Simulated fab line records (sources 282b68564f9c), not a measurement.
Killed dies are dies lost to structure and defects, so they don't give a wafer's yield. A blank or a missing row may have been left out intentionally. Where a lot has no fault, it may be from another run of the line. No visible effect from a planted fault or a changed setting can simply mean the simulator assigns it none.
Code-filled problem report in 8D (eight disciplines) form | flow rit cmos | the parts of the form that need people (team, actions taken, sign-off) are left out

## 1. THE ISSUE
Across 6 wafers from 2 lots, NWELL_RS at RIT_WELLDRIVE_RS_MEAS_01 averages 252.5 ohm/sq, while fault-free wafers read 275.2 ohm/sq with a standard deviation of 0.64. That puts it -36 standard deviations away from the usual mean.
The step: measures by four-point-probe.
First observed at day 4 20:34: wafer L699.1, on film metro-02. At this step, 42 wafers from 14 lots have a number in the record. By rule, "out" or "out of limits" means more than 4 standard deviations away from the usual mean. Any other wafer with a number is counted as sound.

## 2. WHAT THIS IS AND IS NOT
question                    | is                           | is not
which readings at this step | NWELL_RS                     | -
which lots                  | L699, L704                   | L686, L687, L688, L689, L691, L692, L700, L702, L705, L706, L707, L708
which wafers of those lots  | all that have a number       | -
read on which gauges        | film metro-01, film metro-02 | film metro-04
when                        | from day 4 20:34             | up to then (18 sound wafers); but 18 sound wafers of L700, L702, L705, L706, L707, L708 came after

## 3. SUSPECTS, AND WHAT RULES EACH OUT
Counting: a tool at any process step up to the reading remains a suspect when it ran all the lots that are out and ran no sound lot after the first of those.
- the gauge at RIT_WELLDRIVE_RS_MEAS_01 is ruled out. 2 gauges (film metro-01, film metro-02) read the wafers that are out.
- furnace-03 at RIT_WELLDRIVE_ANNEAL_00 (time 14700 s): kept. Every lot that is out went through it, starting with L699 (day 4 15:29), and after that it ran no sound lot; the last sound lot it ran before then is L691 (day 3 01:15). On those wafers its own readings are out: spike tc centre C, spike tc load C, spike tc source C, tube center temp C, tube_center_temp_C_max.
Remaining after the count: furnace-03 at RIT_WELLDRIVE_ANNEAL_00.

## 4. THE CAUSE (what the simulator had put in)
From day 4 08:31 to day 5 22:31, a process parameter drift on furnace-03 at RIT_WELLDRIVE_ANNEAL_00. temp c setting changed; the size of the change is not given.
The count eliminated every tool but this one.

## 5. THE CHAIN OF EFFECTS, in route order
Each row: a reading where the mean over the struck wafers with a number is more than 3 standard deviations away from the usual. Only readings whose record carries a usual standard deviation are examined. hours: median over the lots of the time between each lot's start at the first step of this table that gives one and its start at this step. sigmas: the change, counted in usual standard deviations.
hours | step                     | reading                | usual        | on struck wafers | change | sigmas
0     | RIT_WELLDRIVE_ANNEAL_00  | spike tc centre C      | 1102.5 C     | 1125.0           | +22.5  | +20
0     | RIT_WELLDRIVE_ANNEAL_00  | spike tc load C        | 1124.3 C     | 1146.2           | +21.9  | +9.5
0     | RIT_WELLDRIVE_ANNEAL_00  | spike tc source C      | 1124.8 C     | 1150.3           | +25.5  | +9.1
0     | RIT_WELLDRIVE_ANNEAL_00  | tube center temp C     | 1100 C       | 1122             | +22    | +99 or more
0     | RIT_WELLDRIVE_ANNEAL_00  | tube_center_temp_C_max | 1102.8       | 1125.2           | +22.4  | +49
5     | RIT_WELLDRIVE_RS_MEAS_01 | NWELL_RS               | 275.2 ohm/sq | 252.5            | -22.7  | -36
5     | RIT_WELLDRIVE_RS_MEAS_02 | PWELL_RS               | 430.5 ohm/sq | 406.2            | -24.3  | -20
Process steps it contains:
- RIT_WELLDRIVE_ANNEAL_00: time 14700 s.

## 6. WHAT WOULD HAVE CAUGHT IT SOONER
12 hours passed between the start of the fault at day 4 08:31 and the first reading out of limits at a measuring or inspecting step in this record, taken at day 4 20:34.
The tool's own readings at RIT_WELLDRIVE_ANNEAL_00 were out on every struck wafer that the step has a row for (spike tc centre C, spike tc load C, spike tc source C, tube center temp C, tube_center_temp_C_max): an alarm limit on them would have fired on the first of those.
L704, from the lots that are out (2), started RIT_WELLDRIVE_ANNEAL_00 on furnace-03 later than day 4 20:34. A hold on the tool at that time would have spared it.
